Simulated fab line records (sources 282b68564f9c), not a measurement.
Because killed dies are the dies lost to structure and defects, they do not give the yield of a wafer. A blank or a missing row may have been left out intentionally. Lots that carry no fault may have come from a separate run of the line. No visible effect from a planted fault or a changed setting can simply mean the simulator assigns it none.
fab line records ; flow rit-cmos
[record] lots = 13; wafers = 39; last-day = 7
route steps=202 shown NLDD@112 PLDD@124 M1@202
lots that met no fault: taken from a fault-free run of the same line
start-h: hours from the record's opening day to when the first of the lot's shown wafers began ; wait-h: hours since the lot's step before ; " unchanged from the row above ; L1.1+2: a single row standing in for several wafers ; - either no value or no given start ; * or withheld: withheld ; < > ~ a bound
route shown NAME@n: names a module that has steps shown in the file, with the first one's number in the route ; usual: mean and standard deviation over wafers with no fault ; same: alike in all rows ; chamber/n: place in a boat ; sites: per-site readings ; _std_site: standard deviation across them ; _edge_site: the outer-site mean with the inner-site mean subtracted ; radius-mm: for every site, how far away it sits from the centre of the wafer ; mask NAME#n: copy n ; behind: the last tool/chamber to shape the wafer ; hold: the reason the lot was held/the length of the hold in hours/how it ended ; device: whichever transistor did not switch (one of n, p or np) ; end of line: the tests these same wafers got at the end of their route ; where a step has no rows: the recipe by itself ; killed: not the wafer's yield, but the dies lost to structure and defects at the first sort ; map: shows each die of a wafer: x if killed, . if not, _ if none is there
set.NAME: the run value of the setting; set.NAME@STEP: its run value at that earlier step ; model.NAME: the simulator's own value behind a step, which no gauge read
a sample of lots followed through the steps of the route, with each step as a table and each wafer as a row
services: a tool's chamber out of use, with start hour (start-h, from the record's first day; less than 0 if before it), hours out, and reason
[[steps]]
[step RIT_NLDD_STRIP_09]
[recipe] chemistry = O2; time-s = 180; resist = NOVOLAK; platen-temp-c = withheld; power-w = 500; pressure-mtorr = 4000; o2-flow-sccm = 4000
[usual] drypump-motor-current-A = 5.4/0.57; run-length-s = 208.0/0.38
lot.wafer;tool;chamber;start-h;wait-h;drypump-motor-current-A;rf-hours-counter-h;run-length-s
L893.3;plasma-asher-02;0;41.22;0.1;5.2;-;208.2
L893.4;plasma-asher-02;1;41.22;0.1;6.6;-;209.3
L893.6;plasma-asher-02;0;41.22;0.1;5.2;-;208.2
L894.4;plasma-asher-02;0;47.64;0.1;5.2;-;208.0
L894.5;plasma-asher-02;0;47.64;0.1;5.2;-;207.8
L894.6;plasma-asher-02;1;47.64;0.1;6.6;-;208.3
L896.3;plasma-asher-04;1;57.69;0.1;4.7;-;208.0
L896.4;plasma-asher-04;0;57.69;0.1;5.7;-;207.6
L896.5;plasma-asher-04;1;57.69;0.1;4.7;-;208.1
L897.1;plasma-asher-04;0;62.25;0.1;5.7;29;207.6
L897.4;plasma-asher-04;1;62.25;0.1;4.7;-;208.5
L897.6;plasma-asher-04;0;62.25;0.1;5.7;-;207.4
L898.2;plasma-asher-01;0;66.16;0.1;5.2;41;207.8
L898.4;plasma-asher-01;1;66.16;0.1;5.3;-;208.2
L898.5;plasma-asher-01;1;66.16;0.1;5.3;-;207.7
L899.1;plasma-asher-04;1;70.85;0.1;4.7;29;72.2
L899.2;plasma-asher-04;0;70.85;0.1;5.7;29;72.0
L899.6;plasma-asher-04;0;70.85;0.1;5.7;-;72.0
L909.3;plasma-asher-04;0;121.88;0.1;5.7;-;207.5
L909.4;plasma-asher-04;1;121.88;0.1;4.7;-;208.4
L909.6;plasma-asher-04;1;121.88;0.1;4.7;-;208.0
L910.2;plasma-asher-04;0;126.06;0.1;5.7;36;207.9
L910.5;plasma-asher-04;1;126.06;0.1;4.7;-;208.0
L910.6;plasma-asher-04;0;126.06;0.1;5.7;-;208.0
L911.3;plasma-asher-01;1;131.89;0.1;5.3;-;208.0
L911.5;plasma-asher-01;1;131.89;0.1;5.3;-;207.9
L911.6;plasma-asher-01;0;131.89;0.1;5.2;-;208.1
L913.2;plasma-asher-04;1;142.26;0.1;4.7;38;208.4
L913.3;plasma-asher-04;1;142.26;0.1;4.7;-;208.1
L913.5;plasma-asher-04;1;142.26;0.1;4.7;-;208.1
L914.2;plasma-asher-04;1;146.44;0.1;4.7;38;208.2
L914.3;plasma-asher-04;0;146.44;0.1;5.7;-;207.7
L914.6;plasma-asher-04;1;146.44;0.1;4.7;-;208.2
L915.1;plasma-asher-04;0;151.58;0.1;5.7;39;207.7
L915.3;plasma-asher-04;0;151.58;0.1;5.7;-;207.4
L915.4;plasma-asher-04;1;151.58;0.1;4.7;-;208.0
L916.1;plasma-asher-04;1;155.97;0.1;4.7;40;208.1
L916.2;plasma-asher-04;0;155.97;0.1;5.7;40;207.7
L916.3;plasma-asher-04;1;155.97;0.1;4.7;-;208.2
[step RIT_PLDD_TW_MEAS_10]
[usual] PLDD_TW = 2358/16
lot.wafer;tool;chamber;start-h;wait-h;hold;PLDD_TW
L893.3;film-metro-02;-;42.78;0.1;-;2358
L893.4;film-metro-02;-;42.78;0.1;-;2365
L893.6;film-metro-02;-;42.78;0.1;-;2366
L894.4;film-metro-02;-;49.21;0.1;-;2368
L894.5;film-metro-02;-;49.21;0.1;-;2350
L894.6;film-metro-02;-;49.21;0.1;-;2378
L896.3;film-metro-04;-;59.53;0.1;-;2378
L896.4;film-metro-04;-;59.53;0.1;-;2380
L896.5;film-metro-04;-;59.53;0.1;-;2371
L897.1;film-metro-01;-;63.84;0.1;-;2329
L897.4;film-metro-01;-;63.84;0.1;-;2334
L897.6;film-metro-01;-;63.84;0.1;-;2328
L898.2;film-metro-04;-;68.00;0.1;-;2394
L898.4;film-metro-04;-;68.00;0.1;-;2375
L898.5;film-metro-04;-;68.00;0.1;-;2369
L899.1;film-metro-04;-;72.56;0.1;await-dispo/0.2h/release;30
L899.2;film-metro-04;-;72.56;0.1;await-dispo/0.2h/release;30
L899.6;film-metro-04;-;72.56;0.1;await-dispo/0.2h/release;30
L899.1;film-metro-04;-;72.79;0.2;-;30
L899.2;film-metro-04;-;72.79;0.2;-;30
L899.6;film-metro-04;-;72.79;0.2;-;30
L909.3;film-metro-01;-;123.44;0.1;-;2348
L909.4;film-metro-01;-;123.44;0.1;-;2343
L909.6;film-metro-01;-;123.44;0.1;-;2339
L910.2;film-metro-01;-;127.79;0.1;-;2325
L910.5;film-metro-01;-;127.79;0.1;-;2334
L910.6;film-metro-01;-;127.79;0.1;-;2329
L911.3;film-metro-04;-;133.57;0.1;-;2380
L911.5;film-metro-04;-;133.57;0.1;-;2365
L911.6;film-metro-04;-;133.57;0.1;-;2363
L913.2;film-metro-04;-;143.99;0.1;-;2366
L913.3;film-metro-04;-;143.99;0.1;-;2364
L913.5;film-metro-04;-;143.99;0.1;-;2375
L914.2;film-metro-02;-;148.17;0.1;-;2355
L914.3;film-metro-02;-;148.17;0.1;-;2372
L914.6;film-metro-02;-;148.17;0.1;-;2348
L915.1;film-metro-01;-;153.18;0.1;-;2357
L915.3;film-metro-01;-;153.18;0.1;-;2351
L915.4;film-metro-01;-;153.18;0.1;-;2331
L916.1;film-metro-04;-;157.70;0.1;-;2366
L916.2;film-metro-04;-;157.70;0.1;-;2358
L916.3;film-metro-04;-;157.70;0.1;-;2361
[step RIT_M1_PROBE_99]
[usual] defect-limited-yield = 97.3/1.3; killed_at_M0_to_M3 = 0.0/0.14; killed-at-contacts = 0.1/0.36; killed-at-front-end = 7/3.4; killed-dies = 7/3.4; killed-open = 3.3/2; killed-short = 3.8/2.4; sort_bin_3_pad_short = 0.1/0.24; sort_bin_5_function = 1.5/0.86; sort_bin_6_memory = 1.0/0.74; sort-n-pass = 257/3.4; sort-yield-pct = 97.3/1.3
[same] gross-dies = 264; killed_at_M4_up = 0; killed-at-back-side = 0; killed-at-other = 0
lot.wafer;tool;chamber;start-h;wait-h;defect-limited-yield[%];killed_at_M0_to_M3;killed-at-contacts;killed-at-front-end;killed-dies;killed-open;killed-short;sort_bin_3_pad_short[%];sort_bin_5_function[%];sort_bin_6_memory[%];sort-n-pass;sort-yield-pct[%]
L893.3;prober-02;-;56.31;0.2;96.6;0;2;7;9;4;5;0.4;1.9;1.1;255;96.6
L893.4;prober-02;-;56.36;0.2;96.6;0;0;9;9;5;4;0;2.3;1.1;255;96.6
L893.6;prober-02;-;56.46;0.2;99.2;0;0;2;2;2;0;0;0.4;0.4;262;99.2
L894.4;prober-01;-;62.65;0.2;97.3;0;0;7;7;2;5;0.4;1.5;0.8;257;97.3
L894.5;prober-01;-;62.70;0.2;97.3;0;0;7;7;5;2;0.4;1.1;1.1;257;97.3
L894.6;prober-01;-;62.75;0.2;97.7;0;0;6;6;3;3;0;1.1;1.1;258;97.7
L896.3;prober-01;-;73.14;0.2;96.2;0;1;9;10;2;8;0;1.9;1.9;254;96.2
L896.4;prober-01;-;73.19;0.2;98.5;0;1;3;4;2;1;0;1.5;0;260;98.5
L896.5;prober-01;-;73.24;0.2;98.5;0;0;4;4;1;3;0;1.5;0;260;98.5
L897.1;prober-02;-;77.23;0.1;99.2;0;0;2;2;2;0;0;0.8;0;262;99.2
L897.4;prober-02;-;77.38;0.2;97.3;0;0;7;7;0;7;0;1.9;0.8;257;97.3
L897.6;prober-02;-;77.48;0.2;97.3;0;1;6;7;5;2;0;1.1;1.5;257;97.3
L898.2;prober-01;-;81.26;0.1;97.0;0;0;8;8;4;2;0.4;2.3;0.4;256;97.0
L898.4;prober-01;-;81.36;0.2;94.3;0;0;15;15;7;7;0;3.8;1.9;249;94.3
L898.5;prober-01;-;81.41;0.2;97.0;1;0;7;8;4;4;0;2.7;0.4;256;97.0
L909.3;prober-02;-;137.24;0.2;96.6;0;0;9;9;7;2;0;1.1;2.3;255;96.6
L909.4;prober-02;-;137.29;0.2;98.1;0;0;5;5;3;2;0;1.1;0.8;259;98.1
L909.6;prober-02;-;137.39;0.2;93.6;0;0;17;17;3;14;1.5;2.3;2.7;247;93.6
L910.2;prober-01;-;141.64;0.1;97.7;0;0;6;6;4;2;0;1.1;1.1;258;97.7
L910.5;prober-01;-;141.79;0.2;99.6;0;0;1;1;1;0;0;0.4;0;263;99.6
L910.6;prober-01;-;141.84;0.2;98.1;0;0;5;5;1;4;0.4;0.8;0.8;259;98.1
L911.3;prober-02;-;147.17;0.2;99.2;0;0;2;2;2;0;0;0.8;0;262;99.2
L911.5;prober-02;-;147.27;0.2;95.5;0;0;12;12;7;5;0;2.3;2.3;252;95.5
L911.6;prober-02;-;147.32;0.2;97.0;0;0;8;8;4;3;0.8;0.8;1.5;256;97.0
L913.2;prober-02;-;158.49;0.1;95.5;0;0;12;12;5;7;0;2.3;2.3;252;95.5
L913.3;prober-02;-;158.54;0.2;97.7;0;0;6;6;1;5;0.4;1.1;0.8;258;97.7
L913.5;prober-02;-;158.64;0.2;95.8;0;0;11;11;6;5;0;2.3;1.9;253;95.8
L914.2;prober-01;-;161.61;0.1;93.9;0;0;16;16;6;9;0;3.8;2.3;248;93.9
L914.3;prober-01;-;161.66;0.2;99.2;0;0;2;2;1;1;0;0.4;0.4;262;99.2
L914.6;prober-01;-;161.81;0.2;97.3;0;0;7;7;4;3;0;1.1;1.5;257;97.3
L915.1;prober-02;-;166.51;0.1;97.3;0;0;7;7;5;2;0;2.3;0.4;257;97.3
L915.3;prober-02;-;166.61;0.2;97.0;0;0;8;8;2;6;0;1.1;1.9;256;97.0
L915.4;prober-02;-;166.66;0.2;98.1;0;0;5;5;1;4;0;1.5;0.4;259;98.1
L916.1;prober-01;-;170.96;0.1;96.6;0;0;9;9;5;4;0.4;1.9;1.1;255;96.6
L916.2;prober-01;-;171.01;0.1;99.2;0;0;2;2;2;0;0;0.4;0.4;262;99.2
L916.3;prober-01;-;171.06;0.2;97.7;0;0;6;6;1;5;0;0.4;1.9;258;97.7
// killed by level:class
L893.3 SILICIDE:geometric-particle:short=2 CONTACT:geometric-particle:open=2 FOX1:geometric-particle:short=1 FOX2:geometric-particle:short=1 GATE:geometric-particle:open=1 REOX:geometric-particle:short=1 SILICIDE:geometric-particle:open=1
L893.4 GATE:geometric-particle:open=3 GATE:geometric-particle:short=2 FOX1:geometric-particle:open=1 FOX1:geometric-particle:short=1 REOX:geometric-particle:open=1 SILICIDE:geometric-particle:short=1
L893.6 REOX:geometric-particle:open=1 SILICIDE:geometric-particle:open=1
L894.4 GATE:geometric-particle:short=2 SILICIDE:geometric-particle:short=2 FOX1:geometric-particle:short=1 GATE:geometric-particle:open=1 SILICIDE:geometric-particle:open=1
L894.5 SILICIDE:geometric-particle:open=3 GATE:geometric-particle:open=1 SPACER:geometric-particle:short=1 SPACER:geometric-particle:open=1 SILICIDE:geometric-particle:short=1
L894.6 SILICIDE:geometric-particle:open=2 FOX1:geometric-particle:short=1 FOX2:geometric-particle:short=1 REOX:geometric-particle:open=1 SILICIDE:geometric-particle:short=1
L896.3 FOX1:geometric-particle:short=2 FOX2:geometric-particle:short=2 SPACER:geometric-particle:short=2 FOX1:geometric-particle:open=1 GATE:geometric-particle:short=1 SPACER:geometric-particle:open=1 CONTACT:geometric-particle:short=1
L896.4 FOX1:geometric-particle:open=1 SILICIDE:geometric-particle:open=1 CONTACT:geometric-particle:short=1 NWELL:coat-microbubble-printed=1
L896.5 FOX1:geometric-particle:short=1 GATE:geometric-particle:open=1 REOX:geometric-particle:short=1 SPACER:geometric-particle:short=1
L897.1 REOX:geometric-particle:open=1 SILICIDE:geometric-particle:open=1
L897.4 GATE:geometric-particle:short=3 FOX1:geometric-particle:short=1 REOX:geometric-particle:short=1 SPACER:geometric-particle:short=1 SILICIDE:geometric-particle:short=1
L897.6 FOX1:geometric-particle:open=2 GATE:geometric-particle:open=2 REOX:geometric-particle:short=1 SPACER:geometric-particle:short=1 CONTACT:geometric-particle:open=1
L898.2 GATE:geometric-particle:short=2 GATE:geometric-particle:open=2 NSD:coat-microbubble-printed=2 FOX2:geometric-particle:open=1 SPACER:geometric-particle:open=1
L898.4 GATE:geometric-particle:open=5 GATE:geometric-particle:short=5 FOX1:geometric-particle:short=1 FOX1:geometric-particle:open=1 REOX:geometric-particle:short=1 SPACER:geometric-particle:open=1 NSD:coat-microbubble-printed=1
L898.5 GATE:geometric-particle:open=2 GATE:geometric-particle:short=2 REOX:geometric-particle:open=2 REOX:geometric-particle:short=1 M1:geometric-particle:short=1
L909.3 GATE:geometric-particle:open=4 REOX:geometric-particle:open=2 GATE:geometric-particle:short=1 REOX:geometric-particle:short=1 SILICIDE:geometric-particle:open=1
L909.4 FOX1:geometric-particle:short=2 SPACER:geometric-particle:open=2 FOX1:geometric-particle:open=1
L909.6 GATE:geometric-particle:short=5 REOX:geometric-particle:short=5 FOX1:geometric-particle:short=2 SPACER:geometric-particle:short=2 GATE:geometric-particle:open=1 SPACER:geometric-particle:open=1 SILICIDE:geometric-particle:open=1
L910.2 GATE:geometric-particle:open=2 FOX1:geometric-particle:open=1 GATE:geometric-particle:short=1 SILICIDE:geometric-particle:short=1 SILICIDE:geometric-particle:open=1
L910.5 FOX1:geometric-particle:open=1
L910.6 SILICIDE:geometric-particle:short=2 FOX1:geometric-particle:short=1 GATE:geometric-particle:short=1 REOX:geometric-particle:open=1
L911.3 REOX:geometric-particle:open=1 SILICIDE:geometric-particle:open=1
L911.5 GATE:geometric-particle:short=3 FOX1:geometric-particle:open=2 GATE:geometric-particle:open=2 REOX:geometric-particle:open=2 FOX1:geometric-particle:short=1 SPACER:geometric-particle:short=1 SPACER:geometric-particle:open=1
L911.6 FOX1:geometric-particle:open=2 GATE:geometric-particle:open=2 FOX1:geometric-particle:short=1 GATE:geometric-particle:short=1 REOX:geometric-particle:short=1 NSD:coat-microbubble-printed=1
L913.2 FOX1:geometric-particle:short=4 SILICIDE:geometric-particle:open=2 FOX1:geometric-particle:open=1 FOX2:geometric-particle:open=1 FOX2:geometric-particle:short=1 GATE:geometric-particle:short=1 SPACER:geometric-particle:short=1 SPACER:geometric-particle:open=1
L913.3 FOX1:geometric-particle:short=2 GATE:geometric-particle:short=2 FOX1:geometric-particle:open=1 SPACER:geometric-particle:short=1
L913.5 GATE:geometric-particle:short=3 GATE:geometric-particle:open=2 SPACER:geometric-particle:open=2 FOX1:geometric-particle:short=1 FOX1:geometric-particle:open=1 SPACER:geometric-particle:short=1 SILICIDE:geometric-particle:open=1
L914.2 GATE:geometric-particle:short=5 SPACER:geometric-particle:short=3 GATE:geometric-particle:open=2 SILICIDE:geometric-particle:open=2 ACTIVE:geometric-particle:open=1 FOX2:geometric-particle:open=1 FOX2:geometric-particle:short=1 GATE:coat-microbubble-printed=1
L914.3 FOX1:geometric-particle:short=1 SILICIDE:geometric-particle:open=1
L914.6 GATE:geometric-particle:short=2 FOX1:geometric-particle:short=1 FOX2:geometric-particle:open=1 GATE:geometric-particle:open=1 REOX:geometric-particle:open=1 SPACER:geometric-particle:open=1
L915.1 GATE:geometric-particle:open=2 SILICIDE:geometric-particle:open=2 FOX1:geometric-particle:open=1 GATE:geometric-particle:short=1 REOX:geometric-particle:short=1
L915.3 SILICIDE:geometric-particle:short=4 GATE:geometric-particle:open=2 GATE:geometric-particle:short=1 REOX:geometric-particle:short=1
L915.4 SILICIDE:geometric-particle:short=2 FOX2:geometric-particle:short=1 GATE:geometric-particle:short=1 SILICIDE:geometric-particle:open=1
L916.1 FOX2:geometric-particle:open=2 SILICIDE:geometric-particle:open=2 FOX1:geometric-particle:short=1 FOX2:geometric-particle:short=1 GATE:geometric-particle:short=1 SPACER:geometric-particle:open=1 SPACER:geometric-particle:short=1
L916.2 FOX2:geometric-particle:open=1 REOX:geometric-particle:open=1
L916.3 SPACER:geometric-particle:short=3 GATE:geometric-particle:short=1 SILICIDE:geometric-particle:short=1 SILICIDE:geometric-particle:open=1
[[services]]
tool;chamber;start-h;hours;kind
plasma-asher-01;-;53.02;4.2;repair
[[key]]
[first-sign] step = RIT_NLDD_STRIP_09; reading = run-length-s; direction = down; sigmas = 99+; usual = *; struck = *
[effect] step = RIT_PLDD_TW_MEAS_10; reading = visit; direction = added
[effect] step = RIT_PLDD_TW_MEAS_10; reading = PLDD_TW; direction = down; sigmas = 99+; usual = 2358; struck = 30
met-at RIT_NLDD_STRIP_09
struck-lots L899
scrapped-behind RIT_PLDD_TW_MEAS_10 L899.1,L899.2,L899.6
onset-between 62.25 70.85
[fault] kind = strip-aborted; tool = plasma-asher-04; chamber = -; onset-h = 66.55; steps = RIT_NLDD_STRIP_09; offset = 0.6; end-h = 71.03
